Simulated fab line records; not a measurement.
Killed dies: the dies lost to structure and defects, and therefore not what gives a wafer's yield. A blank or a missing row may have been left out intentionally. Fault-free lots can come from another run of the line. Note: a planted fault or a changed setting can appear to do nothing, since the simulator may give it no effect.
Which of the tools did it?    flow ritCmos    14 lots with 42 wafers sampled at 3 steps, on a route of 202 steps

## WHAT THE GAUGES SHOWED, per wafer
RIT_PWELL_TW_MEAS_10.
lot   measured     on            PWELL_TW
L503  day 2 00:11  filmMetro-02  947 943 947
L504  day 2 05:22  filmMetro-02  946 946 951
L505  day 2 10:55  filmMetro-04  944 936 945
L506  day 2 13:29  filmMetro-01  771 771 771 773 771 774
L507  day 2 19:42  filmMetro-04  750 749 754 753 749 755
L508  day 2 23:41  filmMetro-01  963 961 961
L509  day 3 05:33  filmMetro-01  967 966 966
L515  day 4 11:31  filmMetro-02  940 943 941
L516  day 4 16:34  filmMetro-01  963 962 963
L518  day 5 03:15  filmMetro-01  963 964 967
L523  day 6 05:31  filmMetro-04  947 946 941
L524  day 6 10:01  filmMetro-01  968 965 964
L525  day 6 17:56  filmMetro-04  941 944 944
L526  day 6 21:59  filmMetro-02  938 934 935

RIT_WELLDRIVE_RS_MEAS_02: measures by four-point-probe.
lot   measured     on            PWELL_RS (ohm/sq)
L503  day 2 05:27  filmMetro-04  427.8 429.3 428.9
L504  day 2 10:38  filmMetro-02  430.4 429.7 429.7
L505  day 2 16:11  filmMetro-02  429.1 429.8 427.9
L506  day 3 03:09  filmMetro-01  668.7 670.6 674.5 668.5 672.7 673.6
L507  day 3 04:43  filmMetro-04  675.2 678.1 674.7 675.1 678.0 674.6
L508  day 3 06:38  filmMetro-01  429.8 429.2 429.4
L509  day 3 10:49  filmMetro-02  432.0 429.6 430.5
L515  day 4 16:52  filmMetro-04  431.5 431.4 430.6
L516  day 4 21:56  filmMetro-04  429.2 429.0 430.3
L518  day 5 09:07  filmMetro-01  430.1 428.7 429.0
L523  day 6 13:34  filmMetro-02  428.1 428.0 427.9
L524  day 6 16:17  filmMetro-04  428.9 429.4 428.6
L525  day 7 01:24  filmMetro-02  429.3 429.8 429.4
L526  day 7 06:29  filmMetro-04  430.5 430.0 429.7

## TOOL THAT RAN EACH LOT (tool first, then ch and the chambers of the sampled wafers, then the start)
lot   RIT_PWELL_IMPLANT_08
L503  implanter-02 ch 0, day 1 23:52
L504  implanter-04 ch 0, day 2 05:02
L505  implanter-04 ch 0, day 2 10:36
L506  implanter-04 ch 0, day 2 13:11
L507  implanter-04 ch 0, day 2 19:23
L508  implanter-02 ch 0, day 2 23:23
L509  implanter-03 ch 0, day 3 05:14
L515  implanter-03 ch 0, day 4 11:13
L516  implanter-03 ch 0, day 4 16:15
L518  implanter-02 ch 0, day 5 02:56
L523  implanter-02 ch 0, day 6 05:12
L524  implanter-04 ch 0, day 6 09:43
L525  implanter-04 ch 0, day 6 17:37
L526  implanter-03 ch 0, day 6 21:40
- RIT_PWELL_IMPLANT_08

## WHAT THE TOOLS THEMSELVES READ (means of the sampled wafers that have a number; where no wafer has one, the mark that the record gives instead)
RIT_PWELL_IMPLANT_08.
lot   tool          doseIonsCm2  faradayCurrentUA  tiltDeg (degrees)
L503  implanter-02  7e+13        224               6.959
L504  implanter-04  7e+13        223               6.996
L505  implanter-04  7e+13        220               7.004
L506  implanter-04  4e+13        112               7.000
L507  implanter-04  4e+13        113               7.003
L508  implanter-02  7e+13        221               6.970
L509  implanter-03  7e+13        220               7.012
L515  implanter-03  7e+13        226               6.975
L516  implanter-03  7e+13        218               6.988
L518  implanter-02  7e+13        222               6.992
L523  implanter-02  7e+13        219               6.991
L524  implanter-04  7e+13        223               6.999
L525  implanter-04  7e+13        224               6.990
L526  implanter-03  7e+13        220               7.012

## THE ANSWER, worked out from the rows above alone
Rule: the lots themselves supply what counts as usual. The widest of any qualifying gaps counts: lots, ordered by their means at a reading, are off when they make up no more than a third of the lots, leave a main group of 4 or more, and stand apart from it by 3 or more times the standard deviation of that group's means. If all means in a main group match to the digits the tables above print for the reading, that group is not used. A lot without any number at a reading at which 4 lots or more have one is off too. Any other lot the step has rows for is counted as sound. After the gauges, taken in route order, come the tools' own readings; for these a lot's mean is taken, as printed above. At the first step where some lot is off, the reading lying furthest off is the one used; lots without a number count as furthest.
Off: L506, L507, at RIT_PWELL_TW_MEAS_10 (PWELL_TW). Mean 952 and standard deviation 11 in the main group.
A tool fits if, at a process step before that reading, it ran every lot that is off, and no sound lot after the first of them. Not tried: the gauges at RIT_PWELL_TW_MEAS_10; whatever is off there is also off at RIT_PWELL_IMPLANT_08, on other tools, and gauge error can't account for it. None of those tried fits.

## WHAT THE SIMULATOR HAD INSERTED
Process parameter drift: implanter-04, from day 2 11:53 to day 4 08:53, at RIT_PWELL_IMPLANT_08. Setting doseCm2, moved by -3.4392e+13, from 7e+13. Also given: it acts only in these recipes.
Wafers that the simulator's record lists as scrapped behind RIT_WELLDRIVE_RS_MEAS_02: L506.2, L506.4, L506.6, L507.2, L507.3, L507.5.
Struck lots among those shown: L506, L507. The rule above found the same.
